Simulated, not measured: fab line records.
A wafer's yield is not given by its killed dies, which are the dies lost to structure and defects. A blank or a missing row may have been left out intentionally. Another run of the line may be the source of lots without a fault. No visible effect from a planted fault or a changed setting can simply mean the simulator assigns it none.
A lot that was struck, set against a sound lot / flow ritCmos / 30 steps out of a route of 202
Sound: wafers L471.1, L471.3, L471.5. Wafers L464.2, L464.4, L464.6 were the ones struck. The cause is given at the end.
Each step with rows lists, per side, the tool, then ch with its chambers, then its first start. Under that, the readings that differ: sound wafers / struck wafers / difference of the means / sigmas: that difference in standard deviations of wafers without a fault.
alike: words and numbers the same on both sides, and readings whose means are apart by under 2 such deviations; not compared: readings that were withheld, readings missing a value for some wafer, numbers with overlapping values and no deviation given by the record, and bounds like >300 which may hide the same value.
Wherever a step has rows on one side only, a row that says differs or no value, or a row with sigmas, the two part there. Numbers that don't overlap but have no deviation are shown without sigmas and don't part them. A reading missing from all wafers of one side parts the sides only when that side holds two or more wafers.

first, 6 steps without rows for these wafers: RIT_SDANNEAL_RTA_03 (time 5 s); RIT_SILICIDE_WET_ETCH_00 (etches SiO2 in BOE, target depth 14 nm, time 15 s); RIT_SILICIDE_SPUTTER_01 (material Ti, target thk 30 nm, time 240 s); RIT_SILICIDE_RTA_04 (time 10 s, ramp up 5 s, ramp down 5 s); RIT_SILICIDE_WET_ETCH_05 (etches Ti in SPM, time 120 s); RIT_SILICIDE_RTA_06 (time 10 s, ramp up 5 s, ramp down 10 s).
RIT_CONTACT_CVD_00: deposits SiO2 from TEOS, target thk 400 nm, time 61 s.
  sound on pecvd-01 ch 0,1,2, day 6 21:50; struck on pecvd-04 ch 1,2, day 5 09:23
reading=model.SiO2_of_CONTACT_CVD_00.thkNm (nm); sound=389.4 398.2 400.1; struck=148 152.4 149.5; difference=-246; sigmas=
  alike: heaterPowerW
RIT_CONTACT_THK_MEAS_01:
  sound on filmMetro-04, day 6 21:53; struck on filmMetro-04, day 5 09:26
reading=CONTACT_TEOS_THK (nm); sound=389 398 400; struck=148 152 150; difference=-246; sigmas=-45
then, 7 steps without rows for these wafers: RIT_CONTACT_HMDS_02 (prime time 60 s); RIT_CONTACT_COAT_03 (resist thk 1009 nm); RIT_CONTACT_SOFTBAKE_04 (time 60 s); RIT_CONTACT_EXPOSE_05 (exposes mask M11, target cd 1000 nm); RIT_CONTACT_PEB_06; RIT_CONTACT_DEVELOP_07 (develop time 120 s); RIT_CONTACT_HARDBAKE_10 (time 60 s).
RIT_CONTACT_ETCH_11: etches SiO2 in CHF3/CF4/Ar, stops on TiSi2, target depth 480 nm, time 320 s.
  sound on rieDiel-02 ch 1,3, day 6 23:14; struck on rieDiel-02 ch 0,1,3, day 5 10:53
reading=model.etch.depthNm (nm); sound=389.4 398.2 400.1; struck=148 152.4 149.5; difference=-246; sigmas=
reading=model.CONTACT.featureDepthNm (nm); sound=389.4 398.2 400.1; struck=148 152.4 149.5; difference=-246; sigmas=
  alike: cf4FlowSccm, drypumpMotorCurrentA, oesProductAu, throttleValvePct
  not compared: rfHoursCounterH
then, 11 steps without rows for these wafers: RIT_CONTACT_STRIP_12 (strips in O2, time 180 s); RIT_CONTACT_CLEAN_13 (cleans in SC1, time 600 s); RIT_CONTACT_CLEAN_14 (cleans in SC2, time 600 s); RIT_M1_SPUTTER_00 (material Al, target thk 400 nm, time 500 s); RIT_M1_HMDS_03 (prime time 60 s); RIT_M1_COAT_04 (resist thk 1300 nm); RIT_M1_SOFTBAKE_05 (time 60 s); RIT_M1_EXPOSE_06 (exposes mask M12, target cd 2600 nm); RIT_M1_PEB_07; RIT_M1_DEVELOP_08 (develop time 68 s); RIT_M1_HARDBAKE_11 (time 120 s).
RIT_M1_METAL_ETCH_12: etches Al in Cl2/BCl3, stops on SiO2, time 165 s, target depth 600 nm.
  sound on rieMetal-03 ch 0,1, day 7 01:55; struck on rieMetal-03 ch 0,1, day 5 13:38
reading=model.SiO2_of_CONTACT_CVD_00.thkNm (nm); sound=352.5 362.3 363; struck=112.5 117 112.6; difference=-245.2; sigmas=
  alike: bcl3FlowSccm, drypumpMotorCurrentA, oesProductAu, throttleValvePct
  not compared: rfHoursCounterH
then, 1 step without rows for these wafers: RIT_M1_STRIP_13 (strips in nmp, time 600 s).
RIT_M1_PROBE_99:
  sound on prober-02, day 7 04:10; struck on prober-01, day 5 15:56
reading=model.etest.fieldPMetal.vtV (V); sound=-28.88 -29.64 -29.82; struck=-17.07 -16.86 -16.4; difference=+12.67; sigmas=
reading=model.etest.nmos_0p15.junctionLog10AUm; sound=-13.26 -13.45 -13.53; struck=-8.938 -8.871 -9.37; difference=+4.354; sigmas=
reading=model.etest.nmosNarrow.offLog10AUm; sound=-13.09 -13.23 -13.2; struck=-8.938 -8.871 -9.37; difference=+4.114; sigmas=
reading=model.etest.gateEndArray.leakLog10AUm; sound=-12.84 -12.79 -12.95; struck=-8.663 -8.659 -9.226; difference=+4.011; sigmas=
reading=model.etest.nmos_0p3.offLog10AUm; sound=-12.95 -13.02 -13.12; struck=-8.938 -8.871 -9.37; difference=+3.970; sigmas=
reading=model.etest.pmos_0p15.junctionLog10AUm; sound=-13.56 -13.85 -13.79; struck=-9.938 -9.871 -10.37; difference=+3.674; sigmas=
reading=model.etest.contactDiodeArray.leakLog10A (angstrom); sound=-9.381 -9.504 -9.575; struck=-5.587 -5.585 -5.982; difference=+3.769; sigmas=
reading=model.etest.pmos_0p3.offLog10AUm; sound=-12.92 -13.07 -12.95; struck=-9.938 -9.87 -10.37; difference=+2.921; sigmas=
  alike: killedAtFrontEnd, killedDies, killedOpen, killedShort

WHERE THEY PART
At RIT_CONTACT_THK_MEAS_01 and nowhere else, as far as this record goes. Later steps at which nothing parts them and some readings are alike: RIT_CONTACT_ETCH_11, RIT_M1_METAL_ETCH_12, RIT_M1_PROBE_99.

WHY: what had been put in by the simulator
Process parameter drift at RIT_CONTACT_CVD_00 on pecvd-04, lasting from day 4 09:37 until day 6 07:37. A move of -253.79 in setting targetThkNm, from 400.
